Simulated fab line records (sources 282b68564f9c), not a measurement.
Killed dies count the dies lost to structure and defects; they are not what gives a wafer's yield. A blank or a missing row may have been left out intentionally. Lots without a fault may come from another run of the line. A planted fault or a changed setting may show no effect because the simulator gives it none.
fab line records	flow rit-cmos
record: lots: 15	wafers: 45	last-day: 7
route steps=202 shown ACTIVE@14 PWELL@42 PSD@151 M1@202
lots that met no fault: taken from a fault-free run of the same line
start-h: start of the lot's first displayed wafer, in hours after the record's first day	wait-h: time in hours since the lot's previous step	" unchanged from the row above	L1.1+2: a single row standing in for several wafers	- no value, or no start given	* or withheld: withheld	< > ~ a bound
route shown NAME@n: NAME is a module with steps in the file, n the number in the route of the first one	usual: mean and standard deviation over wafers with no fault	same: alike in all rows	chamber/n: place in a boat	sites: per-site readings	_std_site: the standard deviation of these	_edge_site: outer sites' mean less inner sites'	radius-mm: for every site, how far away it sits from the centre of the wafer	mask NAME#n: copy n	behind: the last tool/chamber to shape the wafer	hold: why the lot went on hold/how many hours it stayed there/how the hold came to an end	device: which transistor (n, p or np) failed to switch	end of line: tests of these same wafers at the route's end	where a step has no rows: the recipe by itself	killed: dies lost to structure and defects at the first sort, not the wafer's yield	map: a wafer's dies, x killed, . not, _ none there
set.NAME: the run value of the setting; set.NAME@STEP: its run value at that earlier step	model.NAME: the simulator's own value behind a step, which no gauge read
steps of the route over a sample of lots; a table a step, a row a wafer
services: when a tool's chamber went out of use (start-h, in hours from the record's first day, below 0 if earlier), for how many hours, and the reason
== steps ==
step: RIT_ACTIVE_ETCH_13
recipe: stop-on: SiO2	chemistry: SF6	target: Si3N4	time-s: 210	over-etch-frac: 0.4	SF6_flow_sccm: 200	pressure-mtorr: 260	rf-w: 125	target-depth-a: 2100
usual: drypump-motor-current-A: 5.8/0.56	oes-product-au: 0.822/0.018	throttle-valve-pct: 7.54/0.13
lot.wafer	tool	chamber	start-h	wait-h	drypump-motor-current-A	oes-product-au	rf-hours-counter-h	throttle-valve-pct
L634.4	rie-diel-02	2	27.13	0.1	6.1	0.853	-	7.40
L634.5	"	2	"	"	6.1	0.842	-	7.38
L634.6	"	3	"	"	6.8	0.834	-	7.60
L635.1	rie-diel-03	3	31.26	0.1	4.7	0.792	4	7.41
L635.4	"	1	"	"	5.6	0.823	98	7.70
L635.5	"	3	"	"	4.7	0.805	-	7.43
L636.1	rie-diel-04	3	37.20	0.1	5.8	0.810	126	7.56
L636.2	"	0	"	"	6.3	0.827	1	7.74
L636.6	"	3	"	"	5.8	0.813	-	7.57
L637.4	rie-diel-02	1	40.90	0.1	5.2	0.807	-	7.59
L637.5	"	0	"	"	5.8	0.836	-	7.32
L637.6	"	3	"	"	6.7	0.820	-	7.59
L638.4	rie-diel-02	3	45.41	0.1	6.7	0.831	132	7.60
L638.5	"	0	"	"	5.8	0.846	-	7.30
L638.6	"	1	"	"	5.2	0.817	-	7.59
L641.2	rie-diel-04	1	71.05	0.1	5.6	0.801	151	7.52
L641.4	"	2	"	"	6.1	0.812	91	7.58
L641.5	"	3	"	"	5.8	0.789	-	7.58
L642.3	rie-diel-03	3	71.16	0.1	4.7	0.798	4	7.40
L642.4	"	2	"	"	5.6	0.805	6	7.69
L642.5	"	2	"	"	5.6	0.809	-	7.69
L644.1	rie-diel-04	3	80.03	0.1	5.8	0.801	127	7.58
L644.3	"	0	"	"	6.3	0.822	2	7.74
L644.6	"	3	"	"	5.8	0.804	-	7.56
L645.2	rie-diel-03	2	80.27	0.1	5.6	0.813	7	7.67
L645.3	"	0	"	"	5.1	0.812	90	7.49
L645.4	"	3	"	"	4.7	0.789	5	7.43
L646.1	rie-diel-02	0	88.66	0.1	5.8	0.854	4	7.32
L646.3	"	3	"	"	6.7	0.828	132	7.60
L646.5	"	3	"	"	6.8	0.837	-	7.61
L650.1	rie-diel-02	0	110.05	0.1	5.7	0.854	5	7.32
L650.2	"	1	"	"	5.2	0.827	121	7.59
L650.5	"	0	"	"	5.8	0.841	-	7.31
L652.1	rie-diel-02	2	116.68	0.1	6.1	0.852	34	7.40
L652.3	"	1	"	"	5.2	0.828	121	7.58
L652.5	"	3	"	"	6.8	0.828	-	7.59
L653.1	rie-diel-04	3	120.14	0.1	5.8	0.801	128	7.58
L653.3	"	0	"	"	6.3	0.822	3	7.73
L653.5	"	0	"	"	6.3	0.827	-	7.74
L654.2	rie-diel-02	0	125.98	0.1	5.8	0.845	5	7.31
L654.4	"	1	"	"	5.2	0.835	-	7.57
L654.6	"	0	"	"	5.8	0.851	-	7.31
L655.1	rie-diel-04	0	130.66	0.1	6.3	0.826	3	7.73
L655.4	"	1	"	"	5.7	0.811	152	7.52
L655.6	"	0	"	"	6.3	0.820	-	7.74
step: RIT_PWELL_EXPOSE_03
recipe: mask-id: M3	na: 0.57	target-cd-nm: 43700	dose-mj: 250
usual: exposure-dose-mJ-cm2: 250.07/0.27
lot.wafer	tool	chamber	start-h	wait-h	mask	exposure-dose-mJ-cm2
L634.4	iline-stepper-01	0	39.05	0.2	M3#0	250.01
L634.5	"	0	"	"	M3#0	250.02
L634.6	"	0	"	"	M3#0	250.45
L635.1	iline-stepper-02	0	42.55	0.2	M3#0	250.10
L635.4	"	0	"	"	M3#0	250.18
L635.5	"	0	"	"	M3#0	250.28
L636.1	iline-stepper-01	0	47.23	0.2	M3#0	249.92
L636.2	"	0	"	"	M3#0	250.06
L636.6	"	0	"	"	M3#0	249.65
L637.4	iline-stepper-01	0	50.44	0.1	M3#0	249.49
L637.5	"	0	"	"	M3#0	249.90
L637.6	"	0	"	"	M3#0	250.09
L638.4	iline-stepper-01	0	56.24	0.1	M3#0	250.03
L638.5	"	0	"	"	M3#0	250.09
L638.6	"	0	"	"	M3#0	250.27
L642.3	iline-stepper-02	0	83.33	0.2	M3#0	249.26
L642.4	"	0	"	"	M3#0	249.51
L642.5	"	0	"	"	M3#0	249.96
L641.2	iline-stepper-02	0	83.42	0.2	M3#0	250.33
L641.4	"	0	"	"	M3#0	250.23
L641.5	"	0	"	"	M3#0	250.44
L644.1	iline-stepper-02	0	96.18	0.1	M3#0	250.49
L644.3	"	0	"	"	M3#0	250.20
L644.6	"	0	"	"	M3#0	249.95
L645.2	iline-stepper-01	0	96.77	0.2	M3#0	249.58
L645.3	"	0	"	"	M3#0	249.82
L645.4	"	0	"	"	M3#0	249.72
L646.1	iline-stepper-02	0	100.51	0.2	M3#0	249.83
L646.3	"	0	"	"	M3#0	250.07
L646.5	"	0	"	"	M3#0	250.47
L650.1	iline-stepper-01	0	118.90	0.1	M3#0	249.99
L650.2	"	0	"	"	M3#0	249.34
L650.5	"	0	"	"	M3#0	249.69
L652.1	iline-stepper-01	0	124.68	0.2	M3#0	249.99
L652.3	"	0	"	"	M3#0	249.75
L652.5	"	0	"	"	M3#0	249.97
L653.1	iline-stepper-02	0	130.23	0.2	M3#0	250.35
L653.3	"	0	"	"	M3#0	250.17
L653.5	"	0	"	"	M3#0	250.01
L654.2	iline-stepper-01	0	133.69	0.2	M3#0	250.28
L654.4	"	0	"	"	M3#0	250.48
L654.6	"	0	"	"	M3#0	250.38
L655.1	iline-stepper-02	0	138.19	0.2	M3#0	250.09
L655.4	"	0	"	"	M3#0	250.27
L655.6	"	0	"	"	M3#0	249.94
step: RIT_PWELL_OVL_MEAS_06
usual: PWELL_OVL: -0.5/1.2
lot.wafer	tool	chamber	start-h	wait-h	hold	PWELL_OVL[nm]
L634.4	overlay-01	-	39.44	-	-	-0.5
L634.5	"	-	"	"	-	-1.4
L634.6	"	-	"	"	-	-1.0
L635.1	overlay-02	-	42.98	-	-	0.4
L635.4	"	-	"	"	-	0.4
L635.5	"	-	"	"	-	1.9
L636.1	overlay-01	-	47.76	-	-	-1.2
L636.2	"	-	"	"	-	0.1
L636.6	"	-	"	"	-	0.3
L637.4	overlay-01	-	50.83	-	-	-2.4
L637.5	"	-	"	"	-	-1.7
L637.6	"	-	"	"	-	-1.5
L638.4	overlay-01	-	56.63	-	-	-1.7
L638.5	"	-	"	"	-	-1.4
L638.6	"	-	"	"	-	-2.2
L642.3	overlay-01	-	83.73	-	-	0.5
L642.4	"	-	"	"	-	-1.8
L642.5	"	-	"	"	-	-2.0
L641.2	overlay-01	-	83.93	-	-	1.8
L641.4	"	-	"	"	-	0.3
L641.5	"	-	"	"	-	2.8
L644.1	overlay-01	-	96.94	-	-	-1.0
L644.3	"	-	"	"	-	0.8
L644.6	"	-	"	"	-	-0.2
L645.2	overlay-01	-	97.26	-	-	0.7
L645.3	"	-	"	"	-	0.2
L645.4	"	-	"	"	-	0.3
L646.1	overlay-01	-	100.94	-	-	-1.2
L646.3	"	-	"	"	-	1.6
L646.5	"	-	"	"	-	0.3
L650.1	overlay-01	-	119.33	-	await-dispo/0.2h/release	240.1
L650.2	"	-	"	"	await-dispo/0.2h/release	241.1
L650.5	"	-	"	"	await-dispo/0.2h/release	242.0
L650.1	overlay-01	-	119.53	0.2	-	241.5
L650.2	"	-	"	"	-	241.7
L650.5	"	-	"	"	-	242.9
L652.1	overlay-01	-	125.38	-	await-dispo/0.2h/release	240.6
L652.3	"	-	"	"	await-dispo/0.2h/release	239.9
L652.5	"	-	"	"	await-dispo/0.2h/release	239.6
L652.1	overlay-01	-	125.59	0.2	-	240.5
L652.3	"	-	"	"	-	240.7
L652.5	"	-	"	"	-	240.3
L653.1	overlay-02	-	130.66	-	-	-0.9
L653.3	"	-	"	"	-	-1.5
L653.5	"	-	"	"	-	1.0
L654.2	overlay-02	-	134.31	-	await-dispo/0.2h/release	238.9
L654.4	"	-	"	"	await-dispo/0.2h/release	241.1
L654.6	"	-	"	"	await-dispo/0.2h/release	238.3
L654.2	overlay-02	-	134.51	0.2	-	240.0
L654.4	"	-	"	"	-	241.7
L654.6	"	-	"	"	-	239.4
L655.1	overlay-02	-	138.62	-	-	-1.5
L655.4	"	-	"	"	-	-0.9
L655.6	"	-	"	"	-	-0.1
step: RIT_WELLDRIVE_RS_MEAS_02
recipe: thk-meas-gauge: four-point-probe
usual: PWELL_RS: 429.3/1.1
lot.wafer	tool	chamber	start-h	wait-h	PWELL_RS[ohm/sq]
L634.4	film-metro-03	-	46.06	0.1	429.4
L634.5	"	-	"	"	428.8
L634.6	"	-	"	"	428.8
L635.1	film-metro-04	-	49.31	0.1	428.2
L635.4	"	-	"	"	427.9
L635.5	"	-	"	"	428.6
L636.1	film-metro-04	-	54.46	0.1	429.4
L636.2	"	-	"	"	428.5
L636.6	"	-	"	"	429.4
L637.4	film-metro-04	-	61.32	0.1	429.6
L637.5	"	-	"	"	429.0
L637.6	"	-	"	"	429.4
L638.4	film-metro-01	-	73.53	0.1	427.6
L638.5	"	-	"	"	427.1
L638.6	"	-	"	"	430.3
L641.2	film-metro-01	-	93.66	0.1	429.3
L641.4	"	-	"	"	430.2
L641.5	"	-	"	"	430.3
L642.3	film-metro-04	-	93.68	0.1	428.4
L642.4	"	-	"	"	429.4
L642.5	"	-	"	"	430.3
L644.1	film-metro-04	-	102.94	0.1	430.3
L644.3	"	-	"	"	430.7
L644.6	"	-	"	"	431.4
L645.2	film-metro-01	-	105.61	0.1	427.9
L645.3	"	-	"	"	429.0
L645.4	"	-	"	"	428.5
L646.1	film-metro-04	-	112.59	0.1	431.1
L646.3	"	-	"	"	431.6
L646.5	"	-	"	"	430.8
L653.1	film-metro-01	-	137.17	0.1	429.1
L653.3	"	-	"	"	429.2
L653.5	"	-	"	"	429.1
L655.1	film-metro-04	-	144.90	0.1	428.7
L655.4	"	-	"	"	429.3
L655.6	"	-	"	"	428.0
step: RIT_PSD_STRIP_09
recipe: chemistry: O2	time-s: 180	resist: NOVOLAK	platen-temp-c: withheld	power-w: 500	pressure-mtorr: 4000	o2-flow-sccm: 4000
usual: drypump-motor-current-A: 5.7/0.49
lot.wafer	tool	chamber	start-h	wait-h	drypump-motor-current-A	rf-hours-counter-h
L634.4	plasma-asher-02	0	86.16	0.1	5.7	-
L634.5	"	1	"	"	6.4	-
L634.6	"	0	"	"	5.7	-
L635.1	plasma-asher-02	0	89.91	0.1	5.7	43
L635.4	"	0	"	"	5.7	-
L635.5	"	0	"	"	5.7	-
L636.1	plasma-asher-04	1	92.41	0.1	4.9	47
L636.2	"	0	"	"	5.5	47
L636.6	"	1	"	"	4.9	-
L637.4	plasma-asher-04	0	98.62	0.1	5.5	-
L637.5	"	1	"	"	4.9	-
L637.6	"	0	"	"	5.5	-
L638.4	plasma-asher-02	0	98.97	0.1	5.7	-
L638.5	"	0	"	"	5.7	-
L638.6	"	1	"	"	6.4	-
L642.3	plasma-asher-02	0	121.52	0.1	5.7	-
L642.4	"	1	"	"	6.4	-
L642.5	"	1	"	"	6.4	-
L641.2	plasma-asher-04	0	125.96	0.1	5.5	52
L641.4	"	1	"	"	4.9	-
L641.5	"	1	"	"	4.9	-
L645.2	plasma-asher-01	0	131.37	0.1	6.0	30
L645.3	"	1	"	"	5.7	-
L645.4	"	0	"	"	5.9	-
L644.1	plasma-asher-04	0	131.55	0.2	5.5	53
L644.3	"	0	"	"	5.6	-
L644.6	"	1	"	"	4.9	-
L646.1	plasma-asher-01	1	134.75	0.1	5.7	30
L646.3	"	1	"	"	5.6	-
L646.5	"	1	"	"	5.7	-
L653.1	plasma-asher-04	0	158.44	0.1	5.5	56
L653.3	"	1	"	"	4.9	-
L653.5	"	1	"	"	4.9	-
L655.1	plasma-asher-01	1	169.78	0.1	5.7	35
L655.4	"	1	"	"	5.6	-
L655.6	"	0	"	"	6.0	-
step: RIT_M1_PROBE_99
usual: defect-limited-yield: 97.4/1.1	killed-at-contacts: 0.1/0.23	killed-at-front-end: 6.7/2.9	killed-dies: 6.8/2.9	killed-open: 3.5/2.1	killed-short: 3.2/1.9	sort_bin_3_pad_short: 0.1/0.2	sort_bin_5_function: 1.5/0.86	sort_bin_6_memory: 1.0/0.69	sort-n-pass: 257.2/2.9	sort-yield-pct: 97.4/1.1
same: gross-dies: 264	killed_at_M0_to_M3: 0	killed_at_M4_up: 0	killed-at-back-side: 0	killed-at-other: 0
lot.wafer	tool	chamber	start-h	wait-h	defect-limited-yield[%]	killed-at-contacts	killed-at-front-end	killed-dies	killed-open	killed-short	sort_bin_3_pad_short[%]	sort_bin_5_function[%]	sort_bin_6_memory[%]	sort-n-pass	sort-yield-pct[%]
L634.4	prober-01	-	94.62	0.2	97.3	0	7	7	5	2	0	1.9	0.8	257.0	97.3
L634.5	prober-01	-	94.67	0.2	98.1	0	5	5	3	2	0	0.8	1.1	259.0	98.1
L634.6	prober-01	-	94.72	0.2	97.7	0	6	6	3	3	0	1.9	0.4	258.0	97.7
L635.1	prober-02	-	98.72	0.1	96.2	0	10	10	4	6	0	3.0	0.8	254.0	96.2
L635.4	prober-02	-	98.87	0.2	93.9	0	16	16	10	6	0.4	3.8	1.9	248.0	93.9
L635.5	prober-02	-	98.92	0.2	96.2	0	10	10	5	5	0	2.7	1.1	254.0	96.2
L636.1	prober-01	-	101.18	0.1	98.1	0	5	5	2	3	0	1.1	0.8	259.0	98.1
L636.2	prober-01	-	101.23	0.1	98.1	0	5	5	1	4	0	1.1	0.8	259.0	98.1
L636.6	prober-01	-	101.43	0.2	97.7	0	6	6	5	1	0	1.9	0.4	258.0	97.7
L637.4	prober-02	-	106.93	0.2	98.5	0	4	4	3	1	0	0.8	0.8	260.0	98.5
L637.5	prober-02	-	106.98	0.2	97.3	0	7	7	2	5	1.1	1.1	0.4	257.0	97.3
L637.6	prober-02	-	107.03	0.2	96.6	0	9	9	5	4	0	2.3	1.1	255.0	96.6
L638.4	prober-01	-	108.43	0.2	97.0	0	8	8	4	4	0	1.1	1.9	256.0	97.0
L638.5	prober-01	-	108.48	0.2	97.7	0	6	6	3	3	0.4	0.8	1.1	258.0	97.7
L638.6	prober-01	-	108.53	0.2	97.7	0	6	6	2	4	0.4	1.5	0.4	258.0	97.7
L642.3	prober-02	-	130.55	0.2	96.6	0	9	9	3	6	0.4	1.1	1.9	255.0	96.6
L642.4	prober-02	-	130.60	0.2	98.9	0	3	3	1	2	0	0.8	0.4	261.0	98.9
L642.5	prober-02	-	130.65	0.2	98.5	0	4	4	2	2	0.4	1.1	0	260.0	98.5
L641.2	prober-01	-	134.42	0.1	98.9	0	3	3	3	0	0	0.4	0.8	261.0	98.9
L641.4	prober-01	-	134.52	0.2	98.5	0	4	4	1	3	0	0.4	1.1	260.0	98.5
L641.5	prober-01	-	134.57	0.2	97.7	0	6	6	4	2	0	1.5	0.8	258.0	97.7
L645.2	prober-01	-	139.94	0.1	96.2	0	10	10	7	3	0	3.0	0.8	254.0	96.2
L645.3	prober-01	-	139.99	0.2	97.0	0	8	8	4	4	0	1.5	1.5	256.0	97.0
L645.4	prober-01	-	140.04	0.2	98.1	1	4	5	5	0	0	0.8	1.1	259.0	98.1
L644.1	prober-02	-	141.39	0.1	95.8	0	11	11	6	5	0	2.3	1.9	253.0	95.8
L644.3	prober-02	-	141.49	0.2	95.8	0	11	11	5	6	0	1.5	2.7	253.0	95.8
L644.6	prober-02	-	141.64	0.2	97.3	0	7	7	5	2	0.4	1.1	1.1	257.0	97.3
L646.1	prober-01	-	143.18	0.1	97.7	0	6	6	3	3	0	1.5	0.8	258.0	97.7
L646.3	prober-01	-	143.28	0.2	97.3	0	7	7	2	5	0.4	1.1	1.1	257.0	97.3
L646.5	prober-01	-	143.38	0.2	98.5	0	4	4	1	3	0	0.8	0.8	260.0	98.5
L653.1	prober-02	-	166.45	0.1	98.9	0	3	3	2	1	0	0.4	0.8	261.0	98.9
L653.3	prober-02	-	166.55	0.2	98.1	0	5	5	2	3	0.4	1.1	0.4	259.0	98.1
L653.5	prober-02	-	166.65	0.2	97.3	0	7	7	3	4	0	1.9	0.8	257.0	97.3
L655.1	prober-02	-	177.98	0.1	97.7	0	6	6	3	3	0	1.5	0.8	258.0	97.7
L655.4	prober-02	-	178.13	0.2	98.1	0	5	5	2	3	0	1.5	0.4	259.0	98.1
L655.6	prober-02	-	178.23	0.2	99.2	0	2	2	1	1	0.4	0	0.4	262.0	99.2
killed by level:class
L634.4 FOX1:geometric-particle:open=3 REOX:geometric-particle:short=1 SPACER:geometric-particle:open=1 SILICIDE:geometric-particle:short=1 SILICIDE:geometric-particle:open=1
L634.5 FOX1:geometric-particle:short=1 GATE:geometric-particle:open=1 REOX:geometric-particle:short=1 SPACER:geometric-particle:open=1 SILICIDE:geometric-particle:open=1
L634.6 FOX1:geometric-particle:short=2 REOX:geometric-particle:open=1 SPACER:geometric-particle:short=1 SPACER:geometric-particle:open=1 SILICIDE:geometric-particle:open=1
L635.1 GATE:geometric-particle:short=3 FOX1:geometric-particle:short=2 FOX1:geometric-particle:open=1 FOX2:geometric-particle:open=1 FOX2:geometric-particle:short=1 GATE:geometric-particle:open=1 SPACER:geometric-particle:open=1
L635.4 FOX1:geometric-particle:open=3 GATE:geometric-particle:open=3 GATE:geometric-particle:short=2 REOX:geometric-particle:open=2 SPACER:geometric-particle:open=2 SPACER:geometric-particle:short=2 ACTIVE:geometric-particle:short=1 SILICIDE:geometric-particle:short=1
L635.5 GATE:geometric-particle:open=3 GATE:geometric-particle:short=2 SPACER:geometric-particle:short=2 FOX1:geometric-particle:short=1 REOX:geometric-particle:open=1 SILICIDE:geometric-particle:open=1
L636.1 GATE:geometric-particle:short=2 REOX:geometric-particle:open=1 SILICIDE:geometric-particle:open=1 SILICIDE:geometric-particle:short=1
L636.2 FOX2:geometric-particle:short=2 FOX1:geometric-particle:short=1 GATE:geometric-particle:open=1 GATE:geometric-particle:short=1
L636.6 FOX1:geometric-particle:open=2 GATE:geometric-particle:short=1 GATE:geometric-particle:open=1 REOX:geometric-particle:open=1 SPACER:geometric-particle:open=1
L637.4 SPACER:geometric-particle:open=2 GATE:geometric-particle:open=1 REOX:geometric-particle:short=1
L637.5 REOX:geometric-particle:short=2 FOX1:geometric-particle:short=1 FOX1:geometric-particle:open=1 GATE:geometric-particle:short=1 SPACER:geometric-particle:open=1 SILICIDE:geometric-particle:short=1
L637.6 GATE:geometric-particle:short=2 SPACER:geometric-particle:open=2 FOX1:geometric-particle:short=1 GATE:geometric-particle:open=1 REOX:geometric-particle:open=1 SPACER:geometric-particle:short=1 SILICIDE:geometric-particle:open=1
L638.4 FOX1:geometric-particle:open=2 GATE:geometric-particle:short=2 GATE:geometric-particle:open=1 REOX:geometric-particle:short=1 SPACER:geometric-particle:open=1 SPACER:geometric-particle:short=1
L638.5 GATE:geometric-particle:short=2 REOX:geometric-particle:open=2 GATE:geometric-particle:open=1 SPACER:geometric-particle:short=1
L638.6 FOX1:geometric-particle:short=2 GATE:geometric-particle:short=1 GATE:geometric-particle:open=1 SPACER:geometric-particle:open=1 SILICIDE:geometric-particle:short=1
L642.3 FOX1:geometric-particle:short=3 GATE:geometric-particle:short=2 FOX1:geometric-particle:open=1 GATE:geometric-particle:open=1 REOX:geometric-particle:open=1 SPACER:geometric-particle:short=1
L642.4 FOX1:geometric-particle:short=1 GATE:geometric-particle:open=1 SPACER:geometric-particle:short=1
L642.5 FOX1:geometric-particle:open=1 FOX1:geometric-particle:short=1 FOX2:geometric-particle:short=1 SPACER:geometric-particle:open=1
L641.2 GATE:geometric-particle:open=3
L641.4 FOX2:geometric-particle:short=2 GATE:geometric-particle:open=1 SILICIDE:geometric-particle:short=1
L641.5 GATE:geometric-particle:open=2 FOX1:geometric-particle:open=1 FOX2:geometric-particle:short=1 REOX:geometric-particle:open=1 SILICIDE:geometric-particle:short=1
L645.2 REOX:geometric-particle:open=3 GATE:geometric-particle:open=2 FOX1:geometric-particle:short=1 FOX2:geometric-particle:open=1 GATE:geometric-particle:short=1 SILICIDE:geometric-particle:short=1 SILICIDE:geometric-particle:open=1
L645.3 SILICIDE:geometric-particle:short=2 SILICIDE:geometric-particle:open=2 FOX1:geometric-particle:open=1 GATE:geometric-particle:short=1 GATE:geometric-particle:open=1 SPACER:geometric-particle:short=1
L645.4 GATE:geometric-particle:open=4 CONTACT:geometric-particle:open=1
L644.1 GATE:geometric-particle:open=4 GATE:geometric-particle:short=4 FOX1:geometric-particle:open=1 FOX2:geometric-particle:short=1 SILICIDE:geometric-particle:open=1
L644.3 GATE:geometric-particle:short=3 GATE:geometric-particle:open=2 SPACER:geometric-particle:short=2 SPACER:geometric-particle:open=2 FOX1:geometric-particle:open=1 FOX1:geometric-particle:short=1
L644.6 SPACER:geometric-particle:open=3 FOX1:geometric-particle:short=1 GATE:geometric-particle:open=1 SPACER:geometric-particle:short=1 SILICIDE:geometric-particle:open=1
L646.1 GATE:geometric-particle:open=2 FOX1:geometric-particle:short=1 GATE:geometric-particle:short=1 REOX:geometric-particle:open=1 SILICIDE:geometric-particle:short=1
L646.3 GATE:geometric-particle:open=2 REOX:geometric-particle:short=2 ACTIVE:geometric-particle:short=1 FOX1:geometric-particle:short=1 GATE:geometric-particle:short=1
L646.5 FOX1:geometric-particle:open=1 GATE:geometric-particle:short=1 REOX:geometric-particle:short=1 SPACER:geometric-particle:short=1
L653.1 FOX2:geometric-particle:short=1 GATE:geometric-particle:open=1 SILICIDE:geometric-particle:open=1
L653.3 GATE:geometric-particle:short=2 FOX2:geometric-particle:open=1 GATE:geometric-particle:open=1 SPACER:geometric-particle:short=1
L653.5 GATE:geometric-particle:short=2 GATE:geometric-particle:open=2 REOX:geometric-particle:open=1 REOX:geometric-particle:short=1 SPACER:geometric-particle:short=1
L655.1 GATE:geometric-particle:short=2 SPACER:geometric-particle:open=2 GATE:geometric-particle:open=1 REOX:geometric-particle:short=1
L655.4 GATE:geometric-particle:short=1 REOX:geometric-particle:open=1 REOX:geometric-particle:short=1 SILICIDE:geometric-particle:short=1 SILICIDE:geometric-particle:open=1
L655.6 GATE:geometric-particle:open=1 REOX:geometric-particle:short=1
== services ==
tool	chamber	start-h	hours	kind
rie-diel-04	0	10.76	8.2	repair
rie-diel-02	0	22.46	7.8	repair
rie-diel-02	1	25.84	1.4	repair
iline-stepper-01	-	32.97	1.7	pm
rie-diel-03	1	36.86	8.2	repair
rie-diel-02	2	39.93	5.0	repair
rie-diel-03	0	41.34	6.0	repair
iline-stepper-01	0	48.18	-	calibration
rie-diel-03	0	50.22	8.6	repair
plasma-asher-01	-	52.31	4.0	repair
rie-diel-03	3	61.34	6.4	repair
iline-stepper-01	-	61.82	1.3	repair
plasma-asher-01	-	64.14	1.0	repair
iline-stepper-02	0	65.64	-	calibration
rie-diel-03	-	74.32	0.6	repair
iline-stepper-01	-	84.52	4.3	pm
iline-stepper-02	-	91.78	1.7	pm
plasma-asher-01	-	98.66	2.8	pm
rie-diel-03	2	105.74	6.5	repair
rie-diel-03	2	117.10	36.1	repair
rie-diel-02	3	119.71	7.9	repair
rie-diel-03	3	127.65	10.4	repair
rie-diel-04	1	137.29	-	clean
rie-diel-04	2	139.74	10.5	repair
== key ==
first-sign: step: RIT_PWELL_OVL_MEAS_06	reading: visit	direction: added
effect: step: RIT_PWELL_OVL_MEAS_06	reading: PWELL_OVL	direction: up	sigmas: 99+	usual: -0.5	struck: 240.2
met-at RIT_PWELL_EXPOSE_03
struck-lots L650,L652,L654
scrapped-behind RIT_PWELL_OVL_MEAS_06 L650.1,L650.2,L650.5,L652.1,L652.3,L652.5,L654.2,L654.4,L654.6
not-acting-at RIT_ACTIVE_ETCH_13,RIT_WELLDRIVE_RS_MEAS_02,RIT_PSD_STRIP_09
onset-between 96.77 118.90
fault: kind: scanner-matching-overlay	tool: iline-stepper-01	chamber: -	onset-h: 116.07	steps: RIT_PWELL_EXPOSE_03	offset: 240
